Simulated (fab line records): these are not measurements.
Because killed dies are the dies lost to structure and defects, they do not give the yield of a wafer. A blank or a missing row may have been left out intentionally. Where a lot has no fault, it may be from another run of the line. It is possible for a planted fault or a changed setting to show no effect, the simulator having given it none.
fab line records -- flow rit_cmos
[record] lots = 5, wafers = 23
route steps=202 shown M1@184
start_h: start of the lot's first displayed wafer, in hours after the record's first day -- wait_h: time in hours since the lot's previous step -- " unchanged from the row above -- L1.1+2: one row covering several wafers at once -- - no value, or no start given -- * or withheld: withheld -- < > ~ a bound
route shown NAME@n: NAME is a module with steps in the file, n the number in the route of the first one -- usual: mean/standard deviation of fault-free wafers -- same: alike in all rows -- chamber/n: place in a boat -- sites: each site's reading -- _std_site: standard deviation across them -- _edge_site: inner sites' mean taken away from outer sites' mean -- radius_mm: for every site, how far away it sits from the centre of the wafer -- mask NAME#n: copy n -- behind: the most recent tool/chamber to have shaped the wafer -- hold: cause of the lot's hold/its duration in hours/its outcome -- device: transistor that didn't switch, given as n, p or np -- end of line: tests run on the same wafers once the route is complete -- where a step has no rows: the recipe by itself -- killed: at the first sort, the dies lost to defects and structure; wafer yield is something else -- map: a wafer's dies, x killed, . not, _ none there
set.NAME: the setting as run; set.NAME@STEP: as run at that earlier step -- model.NAME: the simulator's own value behind a step, which no gauge read
lots run with intentionally changed settings; tables by step, rows by wafer
[[steps]]
[step RIT_M1_SPUTTER_00]
[recipe] material = Al, target_thk_nm = 400, power_w = 2000, chamber_pressure_pa = 0.4, gas = Ar, time_s = 500, substrate_temp_c = 25
lot.wafer,tool,chamber,start_h,wait_h,set.power_w,model.Al_of_M1_SPUTTER_00.thk_nm
L074.1+5,pvd_sputter-02,-,57.99,0.0,1776,345.8
L074.2,pvd_sputter-02,-,57.99,0.0,2000,392.4
L074.3,pvd_sputter-02,-,57.99,0.0,1776,348.2
L074.6,pvd_sputter-02,-,57.99,0.0,2000,396.9
L075.1,pvd_sputter-01,-,64.54,0.0,2000,403
L075.2,pvd_sputter-01,-,64.54,0.0,1794,364.7
L075.4,pvd_sputter-01,-,64.54,0.0,1794,363.9
L075.5,pvd_sputter-01,-,64.54,0.0,2000,401.9
L075.6,pvd_sputter-01,-,64.54,0.0,2000,405.5
L076.1,pvd_sputter-02,-,67.70,0.0,2000,401.9
L076.2,pvd_sputter-02,-,67.70,0.0,2000,402.3
L076.3,pvd_sputter-02,-,67.70,0.0,2000,402
L076.4,pvd_sputter-02,-,67.70,0.0,2000,401.8
L076.5,pvd_sputter-02,-,67.70,0.0,2000,402.7
L082.2,pvd_sputter-02,-,100.63,0.0,1922,382.1
L082.3,pvd_sputter-02,-,100.63,0.0,2000,393.3
L082.4,pvd_sputter-02,-,100.63,0.0,2000,395.4
L082.5,pvd_sputter-02,-,100.63,0.0,2000,396.9
L082.6,pvd_sputter-02,-,100.63,0.0,1922,382.4
L084.2,pvd_sputter-02,-,109.49,0.0,2000,393.7
L084.3,pvd_sputter-02,-,109.49,0.0,2000,392.2
L084.6,pvd_sputter-02,-,109.49,0.0,2000,396.5
[step RIT_M1_RS_MEAS_01]
[recipe] thk_meas_gauge = four-point-probe, reads = Al_of_M1_SPUTTER_00
[usual] M1_AL_RS = 0.0737/0.00077
lot.wafer,tool,chamber,start_h,wait_h,set.power_w@M1_SPUTTER_00,M1_AL_RS[ohm/sq]
L074.1,film_metro-04,-,58.29,0.1,1776,0.0852
L074.2,film_metro-04,-,58.29,0.1,2000,0.0749
L074.3,film_metro-04,-,58.29,0.1,1776,0.0845
L074.5,film_metro-04,-,58.29,0.1,1776,0.0851
L074.6,film_metro-04,-,58.29,0.1,2000,0.0740
L075.1,film_metro-02,-,64.83,0.1,2000,0.0729
L075.2,film_metro-02,-,64.83,0.1,1794,0.0807
L075.4,film_metro-02,-,64.83,0.1,1794,0.0810
L075.5,film_metro-02,-,64.83,0.1,2000,0.0730
L075.6,film_metro-02,-,64.83,0.1,2000,0.0724
L076.1,film_metro-02,-,67.99,0.1,2000,0.0731
L076.2,film_metro-02,-,67.99,0.1,2000,0.0731
L076.3,film_metro-02,-,67.99,0.1,2000,0.0731
L076.4,film_metro-02,-,67.99,0.1,2000,0.0732
L076.5,film_metro-02,-,67.99,0.1,2000,0.0729
L082.2,film_metro-03,-,100.94,0.2,1922,0.0769
L082.3,film_metro-03,-,100.94,0.2,2000,0.0747
L082.4,film_metro-03,-,100.94,0.2,2000,0.0742
L082.5,film_metro-03,-,100.94,0.2,2000,0.0739
L082.6,film_metro-03,-,100.94,0.2,1922,0.0769
L084.2,film_metro-02,-,109.80,0.2,2000,0.0747
L084.3,film_metro-02,-,109.80,0.2,2000,0.0748
L084.6,film_metro-02,-,109.80,0.2,2000,0.0739
[step RIT_M1_THK_MEAS_02]
[recipe] thk_meas_gauge = xrf, reads = Al_of_M1_SPUTTER_00
[usual] M1_AL_THK = 398/4.9
lot.wafer,tool,chamber,start_h,wait_h,set.power_w@M1_SPUTTER_00,M1_AL_THK[nm]
L074.1,film_metro-04,-,58.41,0.1,1776,346
L074.2,film_metro-04,-,58.41,0.1,2000,392
L074.3,film_metro-04,-,58.41,0.1,1776,349
L074.5,film_metro-04,-,58.41,0.1,1776,346
L074.6,film_metro-04,-,58.41,0.1,2000,397
L075.1,film_metro-02,-,64.95,0.1,2000,402
L075.2,film_metro-02,-,64.95,0.1,1794,362
L075.4,film_metro-02,-,64.95,0.1,1794,364
L075.5,film_metro-02,-,64.95,0.1,2000,403
L075.6,film_metro-02,-,64.95,0.1,2000,405
L076.1,film_metro-02,-,68.11,0.1,2000,401
L076.2,film_metro-02,-,68.11,0.1,2000,404
L076.3,film_metro-02,-,68.11,0.1,2000,402
L076.4,film_metro-02,-,68.11,0.1,2000,400
L076.5,film_metro-02,-,68.11,0.1,2000,405
L082.2,film_metro-03,-,101.05,0.1,1922,379
L082.3,film_metro-03,-,101.05,0.1,2000,389
L082.4,film_metro-03,-,101.05,0.1,2000,394
L082.5,film_metro-03,-,101.05,0.1,2000,395
L082.6,film_metro-03,-,101.05,0.1,1922,379
L084.2,film_metro-02,-,109.91,0.1,2000,394
L084.3,film_metro-02,-,109.91,0.1,2000,391
L084.6,film_metro-02,-,109.91,0.1,2000,394
[step RIT_M1_METAL_ETCH_12]
[recipe] stop_on = SiO2, chemistry = Cl2/BCl3, target = Al, time_s = 165, over_etch_frac = 0.5, pressure_mtorr = 100, target_depth_a = 6000, rf_w = 250, Cl2_flow_sccm = 60, bcl3_flow_sccm = 50
[usual] oes_product_au = 0.777/0.014
lot.wafer,tool,chamber,start_h,wait_h,set.rf_w,set.power_w@M1_SPUTTER_00,oes_product_au
L074.1,rie_metal-03,0,59.88,0.2,250,1776,0.748
L074.2,rie_metal-03,1,59.88,0.2,229.8,2000,0.770
L074.3,rie_metal-03,1,59.88,0.2,229.8,1776,0.726
L074.5,rie_metal-03,0,59.88,0.2,229.8,1776,0.740
L074.6,rie_metal-03,1,59.88,0.2,250,2000,0.783
L075.1,rie_metal-01,0,66.42,0.2,237,2000,0.786
L075.2,rie_metal-01,1,66.42,0.2,250,1794,0.738
L075.4,rie_metal-01,1,66.42,0.2,237,1794,0.736
L075.5,rie_metal-01,0,66.42,0.2,250,2000,0.782
L075.6,rie_metal-01,1,66.42,0.2,237,2000,0.780
L076.1,rie_metal-04,1,69.59,0.2,250,2000,0.773
L076.2,rie_metal-04,0,69.59,0.2,250,2000,0.762
L076.3,rie_metal-04,1,69.59,0.2,250,2000,0.771
L076.4,rie_metal-04,0,69.59,0.2,250,2000,0.765
L076.5,rie_metal-04,1,69.59,0.2,250,2000,0.773
L082.2,rie_metal-04,1,102.40,0.2,239.6,1922,0.746
L082.3,rie_metal-04,0,102.40,0.2,239.6,2000,0.761
L082.4,rie_metal-04,1,102.40,0.2,250,2000,0.766
L082.5,rie_metal-04,0,102.40,0.2,239.6,2000,0.760
L082.6,rie_metal-04,1,102.40,0.2,250,1922,0.746
L084.2,rie_metal-01,1,111.25,0.2,250,2000,0.760
L084.3,rie_metal-01,1,111.25,0.2,250,2000,0.770
L084.6,rie_metal-01,0,111.25,0.2,250,2000,0.784
[[key]]
[split] step = RIT_M1_SPUTTER_00, setting = power_w, stated = 2000, by = wafer
[response] step = RIT_M1_SPUTTER_00, reading = model.Al_of_M1_SPUTTER_00.thk_nm, change = +4.02, per = 1%, r = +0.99
[response] step = RIT_M1_RS_MEAS_01, reading = M1_AL_RS, change = -0.000853, per = 1%, r = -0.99
[response] step = RIT_M1_THK_MEAS_02, reading = M1_AL_THK, change = +4.06, per = 1%, r = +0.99
[response] step = RIT_M1_METAL_ETCH_12, reading = oes_product_au, change = +0.00393, per = 1%, r = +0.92
[split] step = RIT_M1_METAL_ETCH_12, setting = rf_w, stated = 250, by = wafer
response none clear
